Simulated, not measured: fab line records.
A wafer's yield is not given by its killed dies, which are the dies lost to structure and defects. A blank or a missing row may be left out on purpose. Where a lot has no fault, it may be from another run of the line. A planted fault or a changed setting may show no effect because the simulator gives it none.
Which tool is to blame? ; flow berkeleyCmos170 ; 13 lots, 39 wafers sampled, at 6 steps of a route of 331

== WHAT EACH GAUGE READ, for each wafer ==
UCB170_M1_THK_MEAS_02: measures by xrf. Usual: M1_AL_THK gives 602 nm (standard deviation 8.3).
lot;measured;on;M1_AL_THK (nm);flag
L475;day 7 00:28;filmMetro-04;595 599 600;
L474;day 7 01:29;filmMetro-03;601 617 602;
L476;day 7 02:24;filmMetro-04;598 601 609;
L478;day 7 13:44;filmMetro-04;606 608 607;
L477;day 7 14:06;filmMetro-04;621 604 610;
L479;day 7 23:05;filmMetro-03;604 589 600;
L480;day 8 07:50;filmMetro-03;592 593 599;
L481;day 8 18:53;filmMetro-02;599 595 589;
L483;day 8 20:55;filmMetro-03;595 596 588;
L485;day 9 02:40;filmMetro-02;596 598 601;
L488;day 9 19:56;filmMetro-02;608 601 599;
L490;day 10 02:16;filmMetro-02;611 592 597;
L497;day 11 12:06;filmMetro-02;618 609 609;

UCB170_V1_OVL_MEAS_13. Usual: V1_OVL gives 1 nm (standard deviation 5.7).
lot;measured;on;V1_OVL (nm);flag
L475;day 7 06:31;overlay-02;1 -12 -2;
L474;day 7 10:17;overlay-02;4 9 1;
L476;day 7 10:50;overlay-01;7 15 5;
L478;day 7 22:02;overlay-02;0 2 0;
L477;day 7 22:01;overlay-01;4 0 0;
L479;day 8 07:19;overlay-01;-7 -3 -4;
L480;day 8 17:31;overlay-01;5 1 1;
L481;day 9 04:17;overlay-02;9 17 13;
L483;day 9 04:35;overlay-02;-3 6 -5;
L485;day 9 11:59;overlay-02;-5 -1 1;
L488;day 10 04:26;overlay-01;5 0 -6;
L490;day 10 09:10;overlay-02;-1 5 -6;
L497;day 11 19:32;overlay-02;-5 -9 -1;

UCB170_M2_RS_MEAS_02: uses a four-point probe to measure. Usual: M2_AL_RS gives 0.0322 ohm/sq (standard deviation 0.00045).
lot;measured;on;M2_AL_RS (ohm/sq);flag
L475;day 7 07:07;filmMetro-02;0.0316 0.0322 0.0316;
L474;day 7 10:53;filmMetro-02;0.0332 0.0325 0.0320;
L476;day 7 11:26;filmMetro-02;0.0323 0.0323 0.0318;
L478;day 7 22:43;filmMetro-02;0.0329 0.0318 0.0320;
L477;day 7 22:37;filmMetro-01;0.0314 0.0321 0.0316;
L479;day 8 07:55;filmMetro-01;0.0318 0.0316 0.0323;
L480;day 8 18:07;filmMetro-01;0.0321 0.0326 0.0328;
L481;day 9 05:05;filmMetro-01;0.0324 0.0330 0.0317;
L483;day 9 05:28;filmMetro-01;0.0313 0.0321 0.0317;
L485;day 9 12:36;filmMetro-01;0.0321 0.0321 0.0328;
L488;day 10 05:02;filmMetro-02;0.0322 0.0316 0.0322;
L490;day 10 09:50;filmMetro-01;0.0327 0.0327 0.0330;
L497;day 11 20:07;filmMetro-02;0.0318 0.0317 0.0318;

UCB170_V2_CD_MEAS_90 targets a cd of 700 nm. Usual: cdNm 700.1 nm, standard deviation 1.7.
lot;measured;on;cdNm (nm);flag
L475;day 7 12:41;cdSem-02;701.9 702.6 701.5;
L474;day 7 16:48;cdSem-01;700.2 701.6 700.6;
L476;day 7 17:11;cdSem-01;696.8 698.6 696.3;
L478;day 8 04:02;cdSem-01;697.1 699.8 698.3;
L477;day 8 03:33;cdSem-01;702.2 703.0 700.4;
L479;day 8 13:51;cdSem-02;702.6 701.5 701.3;
L480;day 9 00:05;cdSem-02;697.0 698.3 697.8;
L481;day 9 12:11;cdSem-01;699.0 698.8 699.0;
L483;day 9 12:19;cdSem-02;701.8 700.7 701.4;
L485;day 9 19:02;cdSem-02;701.3 698.8 700.9;
L488;day 10 10:07;cdSem-01;701.3 702.3 702.6;
L490;day 10 15:57;cdSem-02;700.5 707.4 699.4;
L497;day 12 01:31;cdSem-02;697.2 700.2 699.6;

== EACH LOT AND THE TOOL THAT RAN IT (in order: tool; ch and the chambers of the sampled wafers; start) ==
lot;UCB170_V2_ETCH_14;UCB170_V2_STRIP_15
L475;rieDiel-03 ch 0,1,3, day 7 12:23;plasmaAsher-03 ch 0,1, day 7 12:34
L474;rieDiel-02 ch 1,2,3, day 7 16:30;plasmaAsher-03 ch 0,1, day 7 16:41
L476;rieDiel-01 ch 0,2,3, day 7 16:52;plasmaAsher-03 ch 0,1, day 7 17:04
L478;rieDiel-01 ch 0,2,3, day 8 03:44;plasmaAsher-03 ch 0, day 8 03:55
L477;rieDiel-02 ch 0,1,2, day 8 03:17;plasmaAsher-04 ch 0,1, day 8 03:27
L479;rieDiel-02 ch 2,3, day 8 13:34;plasmaAsher-03 ch 0,1, day 8 13:44
L480;rieDiel-03 ch 0,1,3, day 8 23:44;plasmaAsher-03 ch 0,1, day 8 23:55
L481;rieDiel-03 ch 0,2,3, day 9 11:54;plasmaAsher-03 ch 0,1, day 9 12:05
L483;rieDiel-02 ch 0,2,3, day 9 12:01;plasmaAsher-01 ch 1, day 9 12:11
L485;rieDiel-03 ch 0,1,2, day 9 18:43;plasmaAsher-03 ch 0,1, day 9 18:54
L488;rieDiel-01 ch 1,3, day 10 09:49;plasmaAsher-03 ch 0,1, day 10 10:00
L490;rieDiel-01 ch 0,1,3, day 10 15:39;plasmaAsher-01 ch 0, day 10 15:50
L497;rieDiel-02 ch 1,2,3, day 12 01:14;plasmaAsher-01 ch 0,1, day 12 01:25
- UCB170_V2_ETCH_14: etches SiO2 in CHF3/CF4/Ar, stops on Al, target depth 1250 nm, time 291 s.
- UCB170_V2_STRIP_15: strips in O2.

== AS READ BY THE TOOLS THEMSELVES (means over the sampled wafers that have a number; for cases with no such wafer, the mark the record gives instead) ==
UCB170_V2_ETCH_14. Usual: drypumpMotorCurrentA 5.6 A, standard deviation 0.48; oesProductAu 0.867 a.u., standard deviation 0.014; rfFwdPowerW 698.6 W, standard deviation 2.2; throttleValvePct 6.95 %, standard deviation 0.12.
lot;tool;drypumpMotorCurrentA (A);oesProductAu (a.u.);rfFwdPowerW (W);throttleValvePct (%);flag
L475;rieDiel-03;5.5;0.880;699.6;6.90;
L474;rieDiel-02;5.5;0.861;698.0;6.89;
L476;rieDiel-01;5.6;0.865;700.7;6.98;
L478;rieDiel-01;5.6;0.862;699.4;6.96;
L477;rieDiel-02;5.6;0.871;698.4;6.96;
L479;rieDiel-02;5.6;0.853;700.1;6.84;
L480;rieDiel-03;5.5;0.881;699.1;6.89;
L481;rieDiel-03;5.5;0.878;697.9;6.96;
L483;rieDiel-02;5.7;0.862;698.3;6.96;
L485;rieDiel-03;5.6;0.871;697.0;6.92;
L488;rieDiel-01;6.3;0.864;701.5;6.98;
L490;rieDiel-01;5.7;0.864;795.1;6.94;OFF
L497;rieDiel-02;5.5;0.864;698.1;6.89;

UCB170_V2_STRIP_15. Usual: drypumpMotorCurrentA 5.6 A, standard deviation 0.3; oesProductAu 0.722 a.u., standard deviation 0.0043; stripTimeToEndpointS 15.30 s, standard deviation 0.2.
lot;tool;drypumpMotorCurrentA (A);oesProductAu (a.u.);stripTimeToEndpointS (s);flag
L475;plasmaAsher-03;5.4;0.723;15.23;
L474;plasmaAsher-03;5.6;0.720;15.14;
L476;plasmaAsher-03;5.4;0.722;15.60;
L478;plasmaAsher-03;5.8;0.722;15.65;
L477;plasmaAsher-04;5.9;0.725;15.27;
L479;plasmaAsher-03;5.6;0.722;15.19;
L480;plasmaAsher-03;5.6;0.721;15.29;
L481;plasmaAsher-03;5.6;0.721;15.20;
L483;plasmaAsher-01;6.0;0.723;15.12;
L485;plasmaAsher-03;5.4;0.719;15.21;
L488;plasmaAsher-03;5.5;0.721;15.49;
L490;plasmaAsher-01;5.5;0.720;15.04;
L497;plasmaAsher-01;5.7;0.718;15.30;

== THE ANSWER, worked out from the rows above alone ==
Rule: lot off if the mean of its wafers having a number is beyond 3 standard deviations from the usual mean. A lot without any number at a reading at which 4 lots or more have one is off too. Where the step has rows for the other lots, those lots are counted as sound. After the gauges, taken in route order, come the tools' own readings; for these a lot's mean is taken, as printed above. The first step at which some lot is off is used, and at that step the reading that is off furthest; a lot without a number counts as furthest.
Off: L490, at UCB170_V2_ETCH_14 (rfFwdPowerW).
A tool fits if, at that step or a process step before it, it ran every lot that is off, and no sound lot after the first of them. One fits: UCB170_V2_ETCH_14 on rieDiel-01. Its last sound lot is L488 (day 10 09:49), its first lot that is off L490 (day 10 15:39): a fault that began between those two fits.
On the lots that are off, the tool's own readings at UCB170_V2_ETCH_14 differ by more than 5 times the standard deviation of the sound lots' means, which bears it out; rfFwdPowerW reads 795.1 W there versus 699.0 W on the sound lots.

== WHAT THE SIMULATOR PUT IN ==
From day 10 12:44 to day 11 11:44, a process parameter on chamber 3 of rieDiel-01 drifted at UCB170_V2_ETCH_14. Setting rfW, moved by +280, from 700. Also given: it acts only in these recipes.
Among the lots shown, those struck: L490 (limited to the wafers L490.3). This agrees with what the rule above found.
